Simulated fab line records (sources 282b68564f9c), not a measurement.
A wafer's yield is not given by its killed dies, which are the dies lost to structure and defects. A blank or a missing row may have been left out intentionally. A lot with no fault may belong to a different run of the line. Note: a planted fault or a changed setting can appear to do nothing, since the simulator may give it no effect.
One fault seen from 2 desks    flow rit-cmos    what lay behind the numbers comes last; until then each desk has only its own

FROM THE METROLOGY DESK
Means of the sampled wafers that have a number, per lot and without regard to the tool the lot ran on: this is what the gauges read. Any lot whose mean is over 4 standard deviations away from the usual mean is out of limits and marked OUT; that distance is given in the brackets.
Columns: A = PLDD_OVL at RIT_PLDD_OVL_MEAS_06, usual 0.6 nm; B = PLDD_TW at RIT_PLDD_TW_MEAS_10, usual 2337; C = SPACER_NITRIDE_THK at RIT_SPACER_THK_MEAS_04, usual 249.4 nm; D = NSD_OVL at RIT_NSD_OVL_MEAS_06, usual 0.2 nm
lot   first seen here  A     B     C      D
L832  day 3 01:10      -0.5  2319  251.1  3.0
L836  day 3 21:28      -0.4  2323  251.5  -0.4
L845  day 5 15:07      -0.6  2333  248.4  -0.6
L846  day 5 22:01      2.4   2340  250.8  1.5
L847  day 6 04:02      0.2   2334  249.7  -0.1
L854  day 7 10:18      -0.2  2340  250.2  0.3
This desk's verdict: no lot among the 6 shows anything out of limits.

DESK OF THE TOOL OWNER: litho-track-03
The tool's own readings at RIT_NSD_COAT_01 (resist thk 1000 nm): means of the sampled wafers that have a number, for each lot that ran on this tool. Any lot whose mean is over 4 standard deviations away from the usual mean is out of limits and marked OUT; that distance is given in the brackets.
Columns: A = spin-speed-rpm at RIT_NSD_COAT_01, usual 3250.2 rpm
lot   first seen here  A
L836  day 4 00:47      3249.7
L846  day 6 02:23      3012.1 (-99 or more) OUT
L847  day 6 07:17      3008.5 (-99 or more) OUT
This desk's verdict: out of limits on L846, L847, starting with L846 at day 6 02:23 (spin-speed-rpm at RIT_NSD_COAT_01). L836 stayed within limits.

PUT TOGETHER
The tool owner's desk had the chance to raise an alarm at day 6 02:23 on L846, L847.
The metrology desk saw nothing out of limits.
The metrology desk has L846, L847 on record, within its limits.
On litho-track-03, each named lot ran RIT_NSD_COAT_01.

WHAT THE SIMULATOR HAD PUT IN
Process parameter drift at RIT_NSD_COAT_01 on litho-track-03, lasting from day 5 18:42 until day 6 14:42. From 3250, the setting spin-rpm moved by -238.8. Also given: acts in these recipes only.
Lots struck among those shown: L846, L847.
Hours from the fault's start to each desk's first reading out of limits: the tool owner's desk, 8.
